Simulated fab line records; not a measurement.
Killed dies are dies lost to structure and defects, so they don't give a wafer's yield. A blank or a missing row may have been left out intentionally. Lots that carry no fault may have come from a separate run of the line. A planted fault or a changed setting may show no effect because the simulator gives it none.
The tool behind it: which one?    flow berkeley-cmos170    15 lots, 45 wafers sampled, at 2 steps of a route of 331

== WHAT EACH GAUGE READ, for each wafer ==
UCB170_GATE_THK_MEAS_02.
lot   measured      on             GATE_OXIDE_THK (nm)
L892  day 6 14:08   film-metro-04  6.60 6.55 6.66
L894  day 7 13:11   film-metro-01  6.46 6.41 6.51
L895  day 7 13:14   film-metro-04  6.69 6.61 6.58
L897  day 7 19:20   film-metro-04  6.78 6.74 6.82
L898  day 7 19:21   film-metro-02  6.74 6.75 6.78
L899  day 8 07:52   film-metro-04  6.68 6.67 6.68
L901  day 8 13:13   film-metro-04  6.87 6.79 6.71
L902  day 9 03:24   film-metro-01  6.64 6.68 6.63
L903  day 9 03:25   film-metro-04  6.60 6.51 6.60
L904  day 9 03:28   film-metro-02  6.58 6.41 6.59
L908  day 10 01:03  film-metro-04  6.44 6.46 6.39
L909  day 10 01:03  film-metro-02  6.67 6.65 6.66
L911  day 10 01:04  film-metro-01  6.59 6.53 6.55
L914  day 10 17:32  film-metro-04  6.60 6.64 6.61
L915  day 11 05:13  film-metro-01  6.72 6.69 6.67

UCB170_PLDD_OVL_MEAS_07.
lot   measured      on          PLDD_OVL (nm)
L892  day 7 01:31   overlay-01  0 6 -4
L894  day 8 00:14   overlay-02  6 7 8
L895  day 8 00:14   overlay-01  1 -2 -5
L897  day 8 03:35   overlay-01  6 7 11
L898  day 8 03:48   overlay-02  -10 -10 6
L899  day 9 00:08   overlay-01  4 6 7
L901  day 9 00:02   overlay-02  1 4 3
L902  day 9 12:49   overlay-01  5 5 4
L903  day 9 13:30   overlay-02  3 8 0
L904  day 9 13:47   overlay-01  6 -2 4
L908  day 10 14:28  overlay-02  6 2 2
L909  day 10 15:02  overlay-02  6 6 9
L911  day 10 15:17  overlay-01  15 12 15
L914  day 11 05:43  overlay-02  7 10 13
L915  day 11 17:05  overlay-02  8 11 11

== TOOL THAT RAN EACH LOT (tool first, then ch and the chambers of the sampled wafers, then the start) ==
The record holds no process step before these readings.

== WHAT THE TOOLS THEMSELVES READ (means of the sampled wafers that have a number; where no wafer has one, the mark that the record gives instead) ==
The record holds no such reading with a usual standard deviation.

== THE ANSWER, worked out from the rows above alone ==
Rule: the lots themselves supply what counts as usual. Put in order of their means at a reading, lots are off if they are a third of the lots or fewer, leave a main group of 4 or more, and stand apart from it by a gap of 3 or more times the standard deviation of the main group's means; of several such gaps the widest counts. Not used: any main group whose means are identical at the precision the tables above print for the reading. A lot without any number at a reading at which 4 lots or more have one is off too. The other lots that the step has rows for count as sound. Order of review: gauges by route order, followed by the tools' own readings, for which a lot's mean as printed above is used. The first step at which some lot is off is used, and at that step the reading that is off furthest; a lot without a number counts as furthest.
No lot is off on any of the readings shown, so nothing can be concluded from this.

== WHAT THE SIMULATOR HAD INSERTED ==
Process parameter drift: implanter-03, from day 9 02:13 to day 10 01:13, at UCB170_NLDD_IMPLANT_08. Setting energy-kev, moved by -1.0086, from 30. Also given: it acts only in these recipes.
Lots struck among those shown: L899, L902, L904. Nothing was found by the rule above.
